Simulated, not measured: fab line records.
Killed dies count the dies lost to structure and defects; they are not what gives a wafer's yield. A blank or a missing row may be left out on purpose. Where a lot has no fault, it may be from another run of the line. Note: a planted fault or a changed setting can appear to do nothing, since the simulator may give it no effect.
Which tool is to blame? + flow rit cmos + 14 lots, 42 wafers sampled, at 5 steps of a route of 202

== WHAT THE GAUGES SHOWED, per wafer ==
RIT_GATE_THK_MEAS_09. Usual: GATE_POLY_THK typically reads 249.5 nm, with standard deviation 2.6.
| lot  | measured    | on            | GATE_POLY_THK (nm) | flag |
|------|-------------|---------------|--------------------|------|
| L592 | day 2 13:56 | film metro-03 | 245.2 245.9 247.2  |      |
| L593 | day 2 22:20 | film metro-02 | 246.8 247.1 246.2  |      |
| L594 | day 3 02:11 | film metro-02 | 250.1 247.6 249.7  |      |
| L595 | day 3 06:29 | film metro-02 | 249.3 247.0 248.7  |      |
| L600 | day 4 09:45 | film metro-04 | 249.5 246.0 248.1  |      |
| L601 | day 4 12:23 | film metro-02 | 251.9 249.3 251.0  |      |
| L603 | day 4 19:50 | film metro-04 | 249.6 250.2 251.2  |      |
| L606 | day 5 10:59 | film metro-04 | 246.7 245.8 247.2  |      |
| L608 | day 5 21:59 | film metro-04 | 253.8 253.9 253.4  |      |
| L609 | day 6 04:22 | film metro-04 | 248.9 251.6 251.6  |      |
| L610 | day 6 07:35 | film metro-04 | 247.2 250.9 249.5  |      |
| L613 | day 6 22:17 | film metro-04 | 245.2 246.6 246.7  |      |
| L614 | day 7 06:22 | film metro-03 | 249.3 251.2 248.8  |      |
| L615 | day 7 10:09 | film metro-04 | 251.2 252.4 252.0  |      |

RIT_GATE_CD_MEAS_16: target cd 150 nm. Usual: cd nm reads 148.8 nm (standard deviation 2.6).
| lot  | measured    | on        | cd nm (nm)        | flag |
|------|-------------|-----------|-------------------|------|
| L592 | day 2 14:58 | cd sem-01 | 145.0 142.8 143.5 |      |
| L593 | day 2 23:15 | cd sem-02 | 149.0 145.0 147.9 |      |
| L594 | day 3 03:07 | cd sem-01 | 150.0 146.1 147.6 |      |
| L595 | day 3 07:24 | cd sem-01 | 149.6 147.9 148.9 |      |
| L600 | day 4 10:40 | cd sem-01 | 147.8 146.8 146.0 |      |
| L601 | day 4 13:26 | cd sem-01 | 150.0 151.8 149.7 |      |
| L603 | day 4 20:46 | cd sem-01 | 150.7 149.6 150.3 |      |
| L606 | day 5 12:11 | cd sem-01 | 152.7 153.4 154.2 |      |
| L608 | day 5 23:01 | cd sem-01 | 151.4 147.7 148.5 |      |
| L609 | day 6 05:22 | cd sem-02 | 146.7 145.1 143.0 |      |
| L610 | day 6 08:40 | cd sem-01 | 152.2 152.1 153.2 |      |
| L613 | day 6 23:21 | cd sem-01 | 148.0 148.3 148.3 |      |
| L614 | day 7 07:24 | cd sem-01 | 146.9 145.0 145.3 |      |
| L615 | day 7 11:19 | cd sem-01 | 149.3 151.5 152.1 |      |

RIT_NLDD_OVL_MEAS_06. Usual: NLDD_OVL typically reads 0.2 nm, with standard deviation 1.3.
| lot  | measured    | on         | NLDD_OVL (nm) | flag |
|------|-------------|------------|---------------|------|
| L592 | day 2 21:52 | overlay-01 | 2.3 2.6 3.1   |      |
| L593 | day 3 03:57 | overlay-01 | -1.6 0.4 -0.8 |      |
| L594 | day 3 08:09 | overlay-02 | 0.7 -1.1 -0.9 |      |
| L595 | day 3 11:56 | overlay-01 | 1.0 -1.8 0.2  |      |
| L600 | day 4 15:31 | overlay-02 | 0.6 0.0 0.8   |      |
| L601 | day 4 18:56 | overlay-02 | 1.6 1.7 1.6   |      |
| L603 | day 5 02:29 | overlay-01 | 1.0 -1.0 1.7  |      |
| L606 | day 5 18:23 | overlay-02 | 0.7 -0.5 -1.0 |      |
| L608 | day 6 03:40 | overlay-02 | 1.2 1.1 0.1   |      |
| L609 | day 6 11:17 | overlay-02 | -1.3 -0.1 0.4 |      |
| L610 | day 6 13:23 | overlay-02 | 0.4 0.1 -1.5  |      |
| L613 | day 7 05:27 | overlay-01 | -0.3 0.4 1.6  |      |
| L614 | day 7 13:02 | overlay-02 | 0.4 0.3 -0.2  |      |
| L615 | day 7 17:12 | overlay-02 | 1.1 1.0 0.1   |      |

RIT_PLDD_TW_MEAS_10. Usual: PLDD_TW typically reads 2358, with standard deviation 28.
| lot  | measured    | on            | PLDD_TW           | flag |
|------|-------------|---------------|-------------------|------|
| L592 | day 3 00:02 | film metro-01 | 2380 2393 2382    |      |
| L593 | day 3 06:01 | film metro-03 | 2360 2341 2329    |      |
| L594 | day 3 10:22 | film metro-01 | 2386 2393 2383    |      |
| L595 | day 3 13:59 | film metro-03 | 2330 2338 2343    |      |
| L600 | day 4 17:34 | film metro-03 | 30 30 30 30 30 30 | OFF  |
| L601 | day 4 20:52 | film metro-03 | 30 30 30 30 30 30 | OFF  |
| L603 | day 5 04:37 | film metro-01 | 2378 2376 2373    |      |
| L606 | day 5 20:24 | film metro-01 | 2384 2369 2371    |      |
| L608 | day 6 05:37 | film metro-02 | 2361 2369 2364    |      |
| L609 | day 6 13:20 | film metro-01 | 2378 2391 2368    |      |
| L610 | day 6 15:20 | film metro-01 | 2379 2381 2376    |      |
| L613 | day 7 07:23 | film metro-01 | 2387 2392 2397    |      |
| L614 | day 7 14:58 | film metro-03 | 2319 2323 2320    |      |
| L615 | day 7 19:08 | film metro-02 | 2382 2376 2371    |      |

== EACH LOT AND THE TOOL THAT RAN IT (in order: tool; ch and the chambers of the sampled wafers; start) ==
| lot  | RIT_NLDD_STRIP_09                   |
|------|-------------------------------------|
| L592 | plasma asher-03 ch 0,1, day 2 22:12 |
| L593 | plasma asher-03 ch 0,1, day 3 04:17 |
| L594 | plasma asher-04 ch 0,1, day 3 08:32 |
| L595 | plasma asher-04 ch 1, day 3 12:16   |
| L600 | plasma asher-03 ch 0,1, day 4 15:51 |
| L601 | plasma asher-02 ch 0,1, day 4 19:17 |
| L603 | plasma asher-02 ch 0,1, day 5 03:00 |
| L606 | plasma asher-04 ch 0,1, day 5 18:43 |
| L608 | plasma asher-03 ch 0, day 6 04:00   |
| L609 | plasma asher-03 ch 0,1, day 6 11:37 |
| L610 | plasma asher-04 ch 0,1, day 6 13:47 |
| L613 | plasma asher-02 ch 0,1, day 7 05:47 |
| L614 | plasma asher-03 ch 0,1, day 7 13:22 |
| L615 | plasma asher-02 ch 0,1, day 7 17:32 |
- RIT_NLDD_STRIP_09: strips in O2, time 180 s.

== WHAT THE TOOLS THEMSELVES READ (means of the sampled wafers that have a number; where no wafer has one, the mark that the record gives instead) ==
RIT_NLDD_STRIP_09. Usual: chamber pressure mTorr 4000 mTorr, standard deviation 3.9; drypump motor current A 6.1 A, standard deviation 0.39.
| lot  | tool            | chamber pressure mTorr (mTorr) | drypump motor current A (A) | flag |
|------|-----------------|--------------------------------|-----------------------------|------|
| L592 | plasma asher-03 | 4002                           | 6.4                         |      |
| L593 | plasma asher-03 | 3996                           | 6.4                         |      |
| L594 | plasma asher-04 | 3997                           | 6.1                         |      |
| L595 | plasma asher-04 | 3998                           | 6.1                         |      |
| L600 | plasma asher-03 | -                              | -                           | OFF  |
| L601 | plasma asher-02 | -                              | -                           | OFF  |
| L603 | plasma asher-02 | 3997                           | 5.7                         |      |
| L606 | plasma asher-04 | 4000                           | 6.0                         |      |
| L608 | plasma asher-03 | 4001                           | 6.5                         |      |
| L609 | plasma asher-03 | 3999                           | 6.4                         |      |
| L610 | plasma asher-04 | 3999                           | 6.1                         |      |
| L613 | plasma asher-02 | 3998                           | 5.7                         |      |
| L614 | plasma asher-03 | 4003                           | 6.4                         |      |
| L615 | plasma asher-02 | 3997                           | 6.1                         |      |

== THE ANSWER, worked out from the rows above alone ==
Rule: take the mean of a lot's wafers that have a number; if it is more than 3 standard deviations from the usual mean, the lot is off. A lot without any number at a reading at which 4 lots or more have one is off too. All remaining lots with rows at the step are treated as sound. Order of review: gauges by route order, followed by the tools' own readings, for which a lot's mean as printed above is used. At the first step where some lot is off, the reading lying furthest off is the one used; lots without a number count as furthest.
Off: L600, L601, at RIT_PLDD_TW_MEAS_10 (PLDD_TW).
A tool fits if, at a process step before that reading, it ran every lot that is off, and no sound lot after the first of them. The gauges at RIT_PLDD_TW_MEAS_10 aren't tried: what is off there is off at RIT_NLDD_STRIP_09 too, on other tools, and a gauge's error can't cause that. Of those tried, none fits.

== WHAT THE SIMULATOR PUT IN ==
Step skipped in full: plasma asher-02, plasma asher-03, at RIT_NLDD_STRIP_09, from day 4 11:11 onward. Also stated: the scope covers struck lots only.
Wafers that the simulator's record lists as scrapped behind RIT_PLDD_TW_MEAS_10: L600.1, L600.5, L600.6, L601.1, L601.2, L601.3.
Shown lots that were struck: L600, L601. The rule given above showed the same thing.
